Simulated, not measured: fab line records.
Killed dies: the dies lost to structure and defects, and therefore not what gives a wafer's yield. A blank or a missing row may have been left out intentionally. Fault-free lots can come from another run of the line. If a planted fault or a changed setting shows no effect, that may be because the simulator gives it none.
Which of the tools did it? + flow ritCmos + 15 lots, 45 wafers sampled, at 2 steps of a route of 202

## WHAT THE GAUGES SHOWED, per wafer
RIT_GATE_THK_MEAS_09.
| lot  | measured    | on           | GATE_POLY_THK (nm) |
|------|-------------|--------------|--------------------|
| L704 | day 2 11:47 | filmMetro-04 | 247.6 246.4 249.1  |
| L705 | day 2 16:52 | filmMetro-03 | 248.8 248.7 245.9  |
| L708 | day 3 07:03 | filmMetro-02 | 249.1 248.2 247.9  |
| L710 | day 3 17:19 | filmMetro-03 | 246.3 245.2 246.2  |
| L711 | day 3 23:22 | filmMetro-04 | 249.2 248.7 246.7  |
| L712 | day 4 04:28 | filmMetro-04 | 251.3 250.8 252.3  |
| L713 | day 4 08:25 | filmMetro-02 | 346.3 349.0 348.4  |
| L715 | day 4 17:44 | filmMetro-04 | 350.8 353.6 348.8  |
| L716 | day 5 01:41 | filmMetro-04 | 348.9 351.5 348.0  |
| L718 | day 5 09:22 | filmMetro-04 | 244.5 248.1 248.2  |
| L722 | day 6 05:09 | filmMetro-02 | 247.7 246.5 245.8  |
| L723 | day 6 11:29 | filmMetro-03 | 250.6 250.2 249.7  |
| L725 | day 7 00:52 | filmMetro-02 | 247.2 247.2 245.1  |
| L726 | day 7 02:28 | filmMetro-03 | 244.6 245.9 245.7  |
| L727 | day 7 08:53 | filmMetro-03 | 248.9 248.0 247.5  |

## EACH LOT AND THE TOOL THAT RAN IT (in order: tool; ch and the chambers of the sampled wafers; start)
| lot  | RIT_GATE_CVD_08            |
|------|----------------------------|
| L704 | lpcvd-01 ch 1, day 2 10:09 |
| L705 | lpcvd-01 ch 1, day 2 15:14 |
| L708 | lpcvd-02 ch 1, day 3 05:26 |
| L710 | lpcvd-01 ch 0, day 3 15:41 |
| L711 | lpcvd-02 ch 1, day 3 21:44 |
| L712 | lpcvd-02 ch 1, day 4 02:50 |
| L713 | lpcvd-02 ch 1, day 4 06:47 |
| L715 | lpcvd-02 ch 1, day 4 16:07 |
| L716 | lpcvd-02 ch 1, day 5 00:04 |
| L718 | lpcvd-01 ch 0, day 5 07:44 |
| L722 | lpcvd-01 ch 0, day 6 03:32 |
| L723 | lpcvd-01 ch 1, day 6 09:51 |
| L725 | lpcvd-01 ch 1, day 6 23:14 |
| L726 | lpcvd-01 ch 0, day 7 00:51 |
| L727 | lpcvd-02 ch 1, day 7 07:15 |
- RIT_GATE_CVD_08: deposits poly-Si from SiH4, target thk 250 nm, time 2220 s.

## AS READ BY THE TOOLS THEMSELVES (means over the sampled wafers that have a number; for cases with no such wafer, the mark the record gives instead)
RIT_GATE_CVD_08.
| lot  | tool     | sih4FlowSccm (sccm) | spikeTcCentreC (C) | spikeTcLoadC (C) | spikeTcSourceC (C) | susceptorTempC (C) |
|------|----------|---------------------|--------------------|------------------|--------------------|--------------------|
| L704 | lpcvd-01 | 100.4               | 612.2              | 630.3            | 629.1              | 609.99             |
| L705 | lpcvd-01 | 100.3               | 611.9              | 630.4            | 628.5              | 609.90             |
| L708 | lpcvd-02 | 99.6                | 613.0              | 635.6            | 631.0              | 610.13             |
| L710 | lpcvd-01 | 99.3                | 612.4              | 631.0            | 625.2              | 609.77             |
| L711 | lpcvd-02 | 100.2               | 611.1              | 635.7            | 631.3              | 610.07             |
| L712 | lpcvd-02 | 100.1               | 611.9              | 635.4            | 631.0              | 609.98             |
| L713 | lpcvd-02 | 100.1               | 626.0              | 649.5            | 645.7              | 624.56             |
| L715 | lpcvd-02 | 100.2               | 626.5              | 649.9            | 646.2              | 624.34             |
| L716 | lpcvd-02 | 100.3               | 625.5              | 649.2            | 645.0              | 624.06             |
| L718 | lpcvd-01 | 99.7                | 612.3              | 630.2            | 626.3              | 609.95             |
| L722 | lpcvd-01 | 100.1               | 613.4              | 630.3            | 625.0              | 610.00             |
| L723 | lpcvd-01 | 99.8                | 612.0              | 630.3            | 629.2              | 610.55             |
| L725 | lpcvd-01 | 100.1               | 611.4              | 630.7            | 628.7              | 610.03             |
| L726 | lpcvd-01 | 99.9                | 613.0              | 630.3            | 626.6              | 609.98             |
| L727 | lpcvd-02 | 100.3               | 612.4              | 633.5            | 631.0              | 609.61             |

## THE ANSWER, worked out from the rows above alone
Rule: the lots themselves supply what counts as usual. The widest of any qualifying gaps counts: lots, ordered by their means at a reading, are off when they make up no more than a third of the lots, leave a main group of 4 or more, and stand apart from it by 3 or more times the standard deviation of that group's means. Not used: any main group whose means are identical at the precision the tables above print for the reading. Also off: a lot with no number at a reading for which 4 or more lots have one. The other lots that the step has rows for count as sound. Order of review: gauges by route order, followed by the tools' own readings, for which a lot's mean as printed above is used. The first step at which some lot is off is used, and at that step the reading that is off furthest; a lot without a number counts as furthest.
Off: L713, L715, L716, seen at RIT_GATE_THK_MEAS_09 (GATE_POLY_THK). Mean 247.8 nm and standard deviation 1.7 in the main group.
If a tool, at a process step before that reading, ran all the lots that are off and no sound lot after the first of them, it fits. The gauges at RIT_GATE_THK_MEAS_09 aren't tried: what is off there is off at RIT_GATE_CVD_08 too, on other tools, and a gauge's error can't cause that. Not one of the candidates tried fits.

## WHAT WAS PUT IN BY THE SIMULATOR
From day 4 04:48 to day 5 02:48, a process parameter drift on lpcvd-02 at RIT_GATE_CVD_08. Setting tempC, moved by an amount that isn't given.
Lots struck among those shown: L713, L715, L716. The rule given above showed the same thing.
